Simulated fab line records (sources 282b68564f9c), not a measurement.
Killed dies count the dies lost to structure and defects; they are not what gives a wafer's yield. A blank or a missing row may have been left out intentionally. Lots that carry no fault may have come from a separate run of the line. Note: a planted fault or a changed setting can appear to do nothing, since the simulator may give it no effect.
Problem report in the 8D (eight disciplines) form, filled by code / flow rit_cmos / the parts of the form that need people (team, actions taken, sign-off) are left out

== 1. WHAT IS WRONG ==
Wafers without a fault read 62.54 W, standard deviation 0.047; heater_power_total_W at RIT_NSD_HARDBAKE_07 reads a mean of 58.91 W on 6 wafers belonging to 2 lots. That puts it -77 standard deviations away from the usual mean.
The step: time 60 s.
Seen first at day 6 22:30 on litho_track-02, wafer L484.3. Wafers with a number at this step in the record: 18, from 6 lots. Rule for "out" (also "out of limits"): further than 4 standard deviations from the usual mean. All remaining wafers that have a number are taken as sound.

== 2. WHAT IT IS, AND WHAT IT ISN'T ==
question=which readings at this step | is=heater_power_total_W, plate_temp_C | is not=-
question=which lots | is=L484, L486 | is not=L471, L473, L487, L489
question=which wafers of those lots | is=all that have a number | is not=-
question=read on which tools | is=litho_track-02 | is not=litho_track-01, litho_track-03
question=when | is=from day 6 22:30 | is not=up to then (6 sound wafers); but 6 sound wafers of L487, L489 came after

== 3. THE SUSPECTS, EACH WITH WHAT RULES IT OUT ==
Counting: a tool stays on the suspect list if, at a process step up to the reading, it processed all lots that are out and no sound lot following the first of them.
- rie_diel-04 at RIT_SPACER_ETCHBACK_05 (etches Si3N4 in SF6/CHF3, stops on SiO2, target depth 250 nm, time 240 s): kept. It ran every lot that is out, first L484 (day 6 21:17), and no sound lot after that; its last sound lot up to then is L473 (day 4 15:58).
- litho_track-02 at RIT_NSD_HARDBAKE_07 (time 60 s): kept. It ran every lot that is out, first L484 (day 6 22:30), and no sound lot after that; its last sound lot up to then is L471 (day 4 04:52). Its own readings are out on those wafers: heater_power_total_W, plate_temp_C.
Left after counting: rie_diel-04 at RIT_SPACER_ETCHBACK_05, litho_track-02 at RIT_NSD_HARDBAKE_07.

== 4. THE CAUSE (what the simulator had put in) ==
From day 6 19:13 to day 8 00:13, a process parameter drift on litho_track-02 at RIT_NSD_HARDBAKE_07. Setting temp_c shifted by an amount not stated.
This tool is one of the 2 suspects left after counting.

== 5. THE CHAIN OF EFFECTS, in route order ==
Rows list readings where the struck wafers' mean (over those with a number) sits beyond 3 standard deviations from the usual. Readings are gone through only where the record gives a usual standard deviation; hours: the median, over the lots, of the time from a lot's start at the first step in this table giving one to that lot's start at this step; sigmas: the change measured in usual standard deviations.
hours=0; step=RIT_NSD_HARDBAKE_07; reading=heater_power_total_W; usual=62.54 W; on struck wafers=58.91; change=-3.63; sigmas=-77
hours=0; step=RIT_NSD_HARDBAKE_07; reading=plate_temp_C; usual=140.00 C; on struck wafers=133.76; change=-6.24; sigmas=-48
Here are the process steps it includes:
- RIT_NSD_HARDBAKE_07: time 60 s.

== 6. WHAT WOULD HAVE CAUGHT IT SOONER ==
In this record the first reading out of limits was taken at day 6 22:30, 3 hours after the fault began at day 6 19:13.
